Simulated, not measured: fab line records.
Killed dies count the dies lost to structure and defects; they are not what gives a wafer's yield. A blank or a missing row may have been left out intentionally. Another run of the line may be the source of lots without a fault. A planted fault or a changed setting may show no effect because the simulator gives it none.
Comparing a struck lot with a sound one ; flow berkeley_cmos170 ; 26 steps out of a route of 331
Sound: wafers L887.1, L887.4, L887.6. The struck wafers were L872.1, L872.5, L872.6. Last of all comes the cause.
At each step with rows: each side's tool, then ch and its chambers, then its first start. Under that, the readings that differ: sound wafers ; struck wafers ; difference of the means ; sigmas: that difference in standard deviations of wafers without a fault.
alike: readings whose means differ by less than 2 such deviations, and words and numbers that are the same on both sides. not compared: withheld readings, readings that some wafer has no value for, bounds like >300 that may hide the same value, and numbers for which the record gives no deviation and whose values overlap.
A row with sigmas, a row that says differs or no value, or rows on one side alone: a step with any of these is where the two part. Numbers that have no deviation but don't overlap get no sigmas and don't part them. A reading that every wafer of one side lacks parts them only if that side has two wafers or more.

first, 3 steps without rows for these wafers: UCB170_M1_EXPOSE_06 (exposes mask METAL1, target cd 700 nm); UCB170_M1_PEB_07; UCB170_M1_DEVELOP_08 (develop time 45 s).
UCB170_M1_CD_MEAS_09 targets a cd of 700 nm.
  sound: cd_sem-02 at day 11 01:37; struck: cd_sem-01 at day 7 15:45
reading;sound;struck;difference;sigmas
cd_nm (nm);699.5 700.0 700.0;705.3 703.2 703.8;+4.3;+3
UCB170_M1_OVL_MEAS_10:
  sound: overlay-02 at day 11 01:44; struck: overlay-02 at day 7 15:52
  alike: M1_OVL
UCB170_M1_ETCH_11: etches BARC in N2/H2.
  sound on rie_diel-04 ch 0,1,2, day 11 01:46; struck on rie_diel-03 ch 2,3, day 7 15:55
  alike: drypump_motor_current_A, oes_product_au, throttle_valve_pct
UCB170_M1_METAL_ETCH_12: etches Al in Cl2/BCl3, stops on PSG, target depth 780 nm, time 130 s.
  sound on rie_metal-03 ch 1, day 11 01:49; struck on rie_metal-04 ch 0,1, day 7 15:57
  alike: drypump_motor_current_A, oes_product_au, throttle_valve_pct
  not compared: rf_hours_counter_h
UCB170_M1_STRIP_13: strips in O2.
  sound on plasma_asher-01 ch 0,1, day 11 01:57; struck on plasma_asher-03 ch 0,1, day 7 16:05
  alike: drypump_motor_current_A, oes_product_au
  not compared: rf_hours_counter_h
UCB170_M1_CD_MEAS_90 targets a cd of 700 nm.
  sound: cd_sem-01 at day 11 02:03; struck: cd_sem-02 at day 7 16:11
  alike: cd_nm
then, 1 step without rows for these wafers: UCB170_M1_ANNEAL_14 (time 1200 s).
UCB170_V1_CVD_00: deposits SiO2 from TEOS/O2, target thk 2000 nm, time 250 s.
  sound on pecvd-01 ch 0,1, day 11 05:41; struck on pecvd-01 ch 1,2, day 7 20:17
  alike: heater_power_w
UCB170_V1_THK_MEAS_01:
  sound: film_metro-04 at day 11 05:50; struck: film_metro-04 at day 7 20:27
  alike: V1_TEOS_THK
UCB170_V1_CMP_02: polishes SiO2.
  sound on cmp-02 ch 0,1,2, day 11 05:57; struck on cmp-01 ch 0,1,2, day 7 20:37
reading;sound;struck;difference;sigmas
model.SiO2_of_V1_CVD_00.thk_nm (nm);999.9 1000 1001;1346 1346 1337;+343;
  alike: motor_current_A
UCB170_V1_BOW_MEAS_03:
  sound: film_metro-04 at day 11 06:12; struck: film_metro-03 at day 7 20:49
  alike: V1_BOW
UCB170_V1_THK_MEAS_04:
  sound: film_metro-04 at day 11 06:19; struck: film_metro-03 at day 7 20:56
reading;sound;struck;difference;sigmas
V1_POLISHED_THK (nm);999.8 999.8 1000.4;1345.6 1344.2 1339.0;+342.9;+99 or more
then, 7 steps without rows for these wafers: UCB170_V1_CLEAN_05 (cleans in DIW); UCB170_V1_HMDS_06 (prime time 60 s); UCB170_V1_COAT_07 (resist thk 900 nm); UCB170_V1_SOFTBAKE_08 (time 60 s); UCB170_V1_EXPOSE_09 (exposes mask VIA1, target cd 700 nm); UCB170_V1_PEB_10; UCB170_V1_DEVELOP_11 (develop time 45 s).
UCB170_V1_CD_MEAS_12 targets a cd of 700 nm.
  sound: cd_sem-02 at day 11 08:14; struck: cd_sem-01 at day 7 22:08
  alike: cd_nm
UCB170_V1_OVL_MEAS_13:
  sound: overlay-01 at day 11 08:21; struck: overlay-02 at day 7 22:16
  alike: V1_OVL
UCB170_V1_ETCH_14: etches SiO2 in CHF3/CF4/Ar, stops on Al, target depth 1250 nm, time 291 s.
  sound on rie_diel-02 ch 0,2,3, day 11 08:23; struck on rie_diel-03 ch 0,2,3, day 7 22:18
reading;sound;struck;difference;sigmas
oes_product_au (a.u.);0.873 0.880 0.901;1.005 0.986 1.000;+0.112;+7
model.etch.depth_nm (nm);999.9 1000 1001;1239 1264 1232;+245;
model.V1.feature_depth_nm (nm);999.9 1001 1001;1239 1264 1232;+244;
  alike: drypump_motor_current_A, throttle_valve_pct
  not compared: rf_hours_counter_h
UCB170_V1_STRIP_15: strips in O2.
  sound on plasma_asher-04 ch 0,1, day 11 08:34; struck on plasma_asher-04 ch 0,1, day 7 22:29
  alike: drypump_motor_current_A, oes_product_au, strip_time_to_endpoint_s
  not compared: rf_hours_counter_h

## WHERE THEY PART
First at UCB170_M1_CD_MEAS_09; last, within this record, at UCB170_V1_ETCH_14. Later steps at which nothing parts them and some readings are alike: UCB170_V1_STRIP_15.

WHY: whatever the simulator had introduced
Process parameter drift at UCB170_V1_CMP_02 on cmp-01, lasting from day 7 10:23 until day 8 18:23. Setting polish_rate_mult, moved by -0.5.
